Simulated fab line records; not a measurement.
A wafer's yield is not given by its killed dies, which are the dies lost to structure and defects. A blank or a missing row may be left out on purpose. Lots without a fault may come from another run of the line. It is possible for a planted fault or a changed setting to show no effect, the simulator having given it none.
fab line records | flow rit-cmos
record: lots: 14 | wafers: 42 | last-day: 7
route steps=202 shown M1@196
lots with no fault: from the same line, run without faults
start-h: the number of hours between the record's first day and the start of the first shown wafer of the lot | wait-h: hours since the lot's step before | " the same as in the row above | L1.1+2: a single row standing in for several wafers | - value missing, or start not given | * or withheld: withheld | < > ~ a bound
route shown NAME@n: a module of which the file shows steps, and the number in the route of the first | usual: mean/standard deviation taken from wafers without a fault | same: alike in all rows | chamber/n: place in a boat | sites: the reading at each site | _std_site: how widely they spread, as a standard deviation | _edge_site: mean of outer sites minus mean of inner sites | radius-mm: how far each site lies from the wafer's centre | mask NAME#n: copy n | behind: the tool/chamber that last shaped the wafer | hold: why the lot went on hold/how many hours it stayed there/how the hold came to an end | device: the n, p or np transistor that did not switch | end of line: the route-end tests of the same wafers | a step given without rows: its recipe and nothing more | killed: the dies lost at the first sort to structure and to defects; this is not the yield of the wafer | map: per-die view of a wafer (x killed, . not killed, _ where there is no die)
set.NAME: setting as actually run; set.NAME@STEP: the setting as run at that earlier step | model.NAME: the simulator's own value behind a step, which no gauge read
one table for each step of the route and one row for each wafer, over a sample of lots
services: a tool's chamber out of use, with start hour (start-h, from the record's first day; less than 0 if before it), hours out, and reason
== steps ==
step: RIT_M1_METAL_ETCH_12
recipe: stop-on: SiO2 | chemistry: Cl2/BCl3 | target: Al | time-s: 165 | over-etch-frac: 0.5 | pressure-mtorr: 100 | target-depth-a: 6000 | rf-w: 250 | Cl2_flow_sccm: 60 | bcl3-flow-sccm: 50
usual: chamber-pressure-mTorr: 100.01/0.086 | drypump-motor-current-A: 5.72/0.19 | he-backside-leak-sccm: 3.47/0.26 | oes-product-au: 0.777/0.01 | rf-fwd-power-W: 248.8/0.84 | throttle-valve-pct: 8.28/0.11
lot.wafer | tool         | chamber | start-h | wait-h | chamber-pressure-mTorr | drypump-motor-current-A | he-backside-leak-sccm | oes-product-au | rf-fwd-power-W | rf-hours-counter-h | throttle-valve-pct
L802.4    | rie-metal-01 | 1       | 67.01   | 0.1    | 100.09                 | 5.71                    | 3.44                  | 0.766          | 248.1          | -                  | 8.16
L802.5    | "            | 1       | "       | "      | 100.02                 | 5.70                    | 3.53                  | 0.780          | 247.5          | -                  | 8.13
L802.6    | "            | 0       | "       | "      | 99.90                  | 5.82                    | 3.57                  | 0.762          | 248.7          | -                  | 8.17
L803.3    | rie-metal-03 | 1       | 70.22   | 0.2    | 99.99                  | 5.77                    | 3.20                  | 0.788          | 248.1          | -                  | 8.30
L803.5    | "            | 1       | "       | "      | 100.09                 | 5.75                    | 3.06                  | 0.782          | 248.1          | -                  | 8.30
L803.6    | "            | 0       | "       | "      | 99.94                  | 6.04                    | 3.52                  | 0.759          | 247.5          | -                  | 8.44
L804.2    | rie-metal-02 | 0       | 76.44   | 0.2    | 100.03                 | 5.46                    | 3.72                  | 0.786          | 248.8          | 35                 | 8.37
L804.4    | "            | 1       | "       | "      | 100.09                 | 5.46                    | 3.50                  | 0.775          | 249.2          | -                  | 8.30
L804.5    | "            | 1       | "       | "      | 99.98                  | 5.47                    | 3.38                  | 0.773          | 248.5          | -                  | 8.29
L805.1    | rie-metal-01 | 1       | 80.95   | 0.2    | 100.00                 | 5.72                    | 3.67                  | 0.789          | 248.9          | 1                  | 8.14
L805.2    | "            | 0       | "       | "      | 99.96                  | 5.81                    | 3.42                  | 0.779          | 249.8          | 1                  | 8.15
L805.4    | "            | 1       | "       | "      | 99.93                  | 5.73                    | 3.75                  | 0.788          | 249.6          | -                  | 8.13
L807.3    | rie-metal-02 | 0       | 92.15   | 0.2    | 100.03                 | 5.46                    | 3.65                  | 0.789          | 247.9          | -                  | 8.37
L807.5    | "            | 1       | "       | "      | 100.01                 | 5.46                    | 3.42                  | 0.777          | 249.0          | -                  | 8.29
L807.6    | "            | 0       | "       | "      | 100.00                 | 5.46                    | 3.51                  | 0.789          | 248.8          | -                  | 8.38
L808.3    | rie-metal-01 | 0       | 99.09   | 0.2    | 100.17                 | 5.84                    | 3.51                  | 0.775          | 247.8          | -                  | 8.14
L808.5    | "            | 1       | "       | "      | 100.06                 | 5.73                    | 3.51                  | 0.781          | 248.1          | -                  | 8.13
L808.6    | "            | 0       | "       | "      | 100.18                 | 5.84                    | 3.61                  | 0.775          | 248.4          | -                  | 8.14
L809.2    | rie-metal-03 | 1       | 103.12  | 0.2    | 100.01                 | 5.75                    | 3.14                  | 0.783          | 250.1          | 4                  | 8.29
L809.4    | "            | 1       | "       | "      | 100.02                 | 5.77                    | 3.09                  | 0.786          | 249.3          | -                  | 8.30
L809.6    | "            | 0       | "       | "      | 99.89                  | 6.01                    | 3.47                  | 0.780          | 247.7          | -                  | 8.46
L811.2    | rie-metal-01 | 1       | 112.54  | 0.2    | 100.18                 | 5.71                    | 3.84                  | 0.781          | 278.2          | 1                  | 8.15
L811.3    | "            | 1       | "       | "      | 100.04                 | 5.71                    | 3.62                  | 0.788          | 278.0          | -                  | 8.15
L811.4    | "            | 0       | "       | "      | 100.03                 | 5.81                    | 3.41                  | 0.773          | 279.0          | -                  | 8.15
L814.2    | rie-metal-01 | 1       | 123.90  | 0.2    | 100.06                 | 5.70                    | 3.47                  | 0.783          | 279.8          | -                  | 8.15
L814.3    | "            | 1       | "       | "      | 99.94                  | 5.71                    | 3.37                  | 0.768          | 278.9          | -                  | 8.16
L814.6    | "            | 1       | "       | "      | 99.98                  | 5.71                    | 3.56                  | 0.774          | 278.7          | -                  | 8.15
L815.1    | rie-metal-03 | 0       | 131.02  | 0.2    | 99.90                  | 6.01                    | 3.71                  | 0.769          | 249.4          | 4                  | 8.45
L815.3    | "            | 1       | "       | "      | 99.89                  | 5.74                    | 3.14                  | 0.782          | 249.0          | -                  | 8.29
L815.4    | "            | 0       | "       | "      | 100.14                 | 6.00                    | 3.26                  | 0.761          | 249.6          | -                  | 8.45
L819.3    | rie-metal-03 | 0       | 150.63  | 0.2    | 100.15                 | 6.00                    | 3.54                  | 0.766          | 249.1          | -                  | 8.43
L819.4    | "            | 1       | "       | "      | 100.04                 | 5.74                    | 3.24                  | 0.796          | 248.4          | -                  | 8.28
L819.6    | "            | 0       | "       | "      | 99.90                  | 6.02                    | 3.54                  | 0.777          | 248.3          | -                  | 8.43
L821.2    | rie-metal-02 | 1       | 156.39  | 0.2    | 100.11                 | 5.45                    | 3.38                  | 0.777          | 248.9          | 0                  | 8.29
L821.4    | "            | 0       | "       | "      | 99.90                  | 5.46                    | 3.55                  | 0.758          | 250.2          | -                  | 8.37
L821.5    | "            | 1       | "       | "      | 99.89                  | 5.44                    | 3.36                  | 0.783          | 247.8          | -                  | 8.28
L822.2    | rie-metal-03 | 1       | 163.55  | 0.2    | 99.96                  | 5.75                    | 3.23                  | 0.785          | 248.9          | 5                  | 8.28
L822.5    | "            | 0       | "       | "      | 99.86                  | 6.02                    | 3.64                  | 0.768          | 250.3          | -                  | 8.45
L822.6    | "            | 1       | "       | "      | 100.08                 | 5.75                    | 3.20                  | 0.793          | 248.1          | -                  | 8.28
L824.2    | rie-metal-02 | 0       | 174.96  | 0.2    | 100.02                 | 5.43                    | 3.55                  | 0.761          | 248.3          | 0                  | 8.36
L824.5    | "            | 0       | "       | "      | 100.03                 | 5.49                    | 3.66                  | 0.754          | 248.7          | -                  | 8.38
L824.6    | "            | 1       | "       | "      | 100.12                 | 5.47                    | 3.49                  | 0.766          | 250.3          | -                  | 8.29
step: RIT_M1_PROBE_99
usual: defect-limited-yield: 97.5/1.1 | killed-at-contacts: 0.0/0.22 | killed-at-front-end: 6.6/3 | killed-dies: 6.6/3 | killed-open: 3.4/2 | killed-short: 3.2/2 | sort_bin_3_pad_short: 0.1/0.2 | sort_bin_5_function: 1.4/0.83 | sort_bin_6_memory: 1.0/0.63 | sort-n-pass: 257.4/3 | sort-yield-pct: 97.5/1.1
same: gross-dies: 264 | killed_at_M0_to_M3: 0 | killed_at_M4_up: 0 | killed-at-back-side: 0 | killed-at-other: 0
lot.wafer | tool      | chamber | start-h | wait-h | defect-limited-yield[%] | killed-at-contacts | killed-at-front-end | killed-dies | killed-open | killed-short | sort_bin_3_pad_short[%] | sort_bin_5_function[%] | sort_bin_6_memory[%] | sort-n-pass | sort-yield-pct[%]
L811.2    | prober-01 | -       | 114.86  | 0.1    | 96.6                    | 0                  | 9                   | 9           | 4           | 5            | 0                       | 1.1                    | 2.3                  | 255.0       | 96.6
L811.3    | prober-01 | -       | 114.91  | 0.2    | 99.2                    | 0                  | 2                   | 2           | 2           | 0            | 0                       | 0.8                    | 0                    | 262.0       | 99.2
L811.4    | prober-01 | -       | 114.96  | 0.2    | 97.0                    | 0                  | 8                   | 8           | 6           | 2            | 0                       | 2.3                    | 0.8                  | 256.0       | 97.0
L814.2    | prober-01 | -       | 126.31  | 0.1    | 97.3                    | 0                  | 7                   | 7           | 3           | 4            | 0                       | 1.9                    | 0.8                  | 257.0       | 97.3
L814.3    | prober-01 | -       | 126.36  | 0.2    | 98.1                    | 0                  | 5                   | 5           | 3           | 2            | 0                       | 1.1                    | 0.8                  | 259.0       | 98.1
L814.6    | prober-01 | -       | 126.51  | 0.2    | 97.0                    | 0                  | 8                   | 8           | 4           | 4            | 0                       | 2.3                    | 0.8                  | 256.0       | 97.0
L815.1    | prober-02 | -       | 133.28  | 0.1    | 98.9                    | 0                  | 3                   | 3           | 1           | 2            | 0                       | 0.8                    | 0.4                  | 261.0       | 98.9
L815.3    | prober-02 | -       | 133.38  | 0.2    | 99.2                    | 0                  | 2                   | 2           | 2           | 0            | 0                       | 0.8                    | 0                    | 262.0       | 99.2
L815.4    | prober-02 | -       | 133.43  | 0.2    | 95.8                    | 0                  | 11                  | 11          | 8           | 3            | 0.4                     | 2.3                    | 1.5                  | 253.0       | 95.8
L819.3    | prober-02 | -       | 152.93  | 0.2    | 97.7                    | 0                  | 6                   | 6           | 3           | 3            | 0                       | 1.1                    | 1.1                  | 258.0       | 97.7
L819.4    | prober-02 | -       | 152.98  | 0.2    | 98.9                    | 1                  | 2                   | 3           | 3           | 0            | 0                       | 0.4                    | 0.8                  | 261.0       | 98.9
L819.6    | prober-02 | -       | 153.08  | 0.2    | 97.3                    | 0                  | 7                   | 7           | 5           | 2            | 0                       | 1.9                    | 0.8                  | 257.0       | 97.3
L821.2    | prober-02 | -       | 158.69  | 0.1    | 95.5                    | 0                  | 12                  | 12          | 6           | 6            | 0                       | 1.9                    | 2.7                  | 252.0       | 95.5
L821.4    | prober-02 | -       | 158.79  | 0.2    | 99.2                    | 0                  | 2                   | 2           | 1           | 1            | 0                       | 0                      | 0.8                  | 262.0       | 99.2
L821.5    | prober-02 | -       | 158.84  | 0.2    | 96.6                    | 1                  | 8                   | 9           | 9           | 0            | 0                       | 1.9                    | 1.5                  | 255.0       | 96.6
killed by level:class
L811.2 GATE:geometric-particle:open=3 FOX1:geometric-particle:short=1 FOX2:geometric-particle:short=1 GATE:geometric-particle:short=1 SPACER:geometric-particle:short=1 SILICIDE:geometric-particle:short=1 SILICIDE:geometric-particle:open=1
L811.3 GATE:geometric-particle:open=1 REOX:geometric-particle:open=1
L811.4 GATE:geometric-particle:open=3 FOX1:geometric-particle:open=1 FOX2:geometric-particle:open=1 GATE:geometric-particle:short=1 REOX:geometric-particle:short=1 SPACER:geometric-particle:open=1
L814.2 SILICIDE:geometric-particle:short=2 FOX2:geometric-particle:open=1 FOX2:geometric-particle:short=1 GATE:geometric-particle:short=1 SPACER:geometric-particle:open=1 SILICIDE:geometric-particle:open=1
L814.3 GATE:geometric-particle:short=2 GATE:geometric-particle:open=1 SPACER:geometric-particle:open=1 SILICIDE:geometric-particle:open=1
L814.6 GATE:geometric-particle:open=2 SPACER:geometric-particle:short=2 SILICIDE:geometric-particle:open=2 REOX:geometric-particle:short=1 SILICIDE:geometric-particle:short=1
L815.1 GATE:geometric-particle:short=2 REOX:geometric-particle:open=1
L815.3 FOX1:geometric-particle:open=1 GATE:geometric-particle:open=1
L815.4 REOX:geometric-particle:open=3 FOX1:geometric-particle:open=2 GATE:geometric-particle:open=2 FOX1:geometric-particle:short=1 FOX2:geometric-particle:open=1 REOX:geometric-particle:short=1 SPACER:geometric-particle:short=1
L819.3 GATE:geometric-particle:short=2 SPACER:geometric-particle:open=1 GATE:geometric-particle:open=1 SPACER:geometric-particle:short=1 SILICIDE:geometric-particle:open=1
L819.4 REOX:geometric-particle:open=1 SILICIDE:geometric-particle:open=1 CONTACT:geometric-particle:open=1
L819.6 GATE:geometric-particle:open=2 REOX:geometric-particle:open=2 REOX:geometric-particle:short=2 SPACER:geometric-particle:open=1
L821.2 FOX1:geometric-particle:open=2 FOX2:geometric-particle:short=2 GATE:geometric-particle:open=1 GATE:geometric-particle:short=1 REOX:geometric-particle:open=1 REOX:geometric-particle:short=1 SPACER:geometric-particle:open=1 SPACER:geometric-particle:short=1
L821.4 FOX1:geometric-particle:open=1 REOX:geometric-particle:short=1
L821.5 GATE:geometric-particle:open=6 FOX1:geometric-particle:open=1 REOX:geometric-particle:open=1 CONTACT:geometric-particle:open=1
== services ==
tool         | chamber | start-h | hours | kind
rie-metal-03 | 1       | 72.47   | 10.2  | repair
rie-metal-03 | 1       | 89.08   | 3.9   | repair
rie-metal-01 | -       | 116.21  | 2.8   | pm
rie-metal-01 | 0       | 119.54  | 12.1  | repair
rie-metal-02 | -       | 136.12  | 20.0  | pm
rie-metal-02 | 0       | 136.12  | 20.0  | vent-cycle
rie-metal-02 | 1       | 136.12  | 20.0  | vent-cycle
rie-metal-02 | 0       | 156.12  | -     | clean
rie-metal-02 | 1       | 156.12  | -     | clean
rie-metal-03 | -       | 170.04  | 1.4   | pm
== key ==
first-sign: step: RIT_M1_METAL_ETCH_12 | reading: rf-fwd-power-W | direction: up | sigmas: 36 | usual: 248.8 | struck: 278.8
effect none on later readings
met-at RIT_M1_METAL_ETCH_12
struck-lots L811,L814
onset-between 99.09 112.54
fault: kind: process-parameter-drift | tool: rie-metal-01 | chamber: - | onset-h: 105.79 | steps: RIT_M1_METAL_ETCH_12 | channel: rf-w | offset: 30 | shape: step | end-h: 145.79 | stated: 250
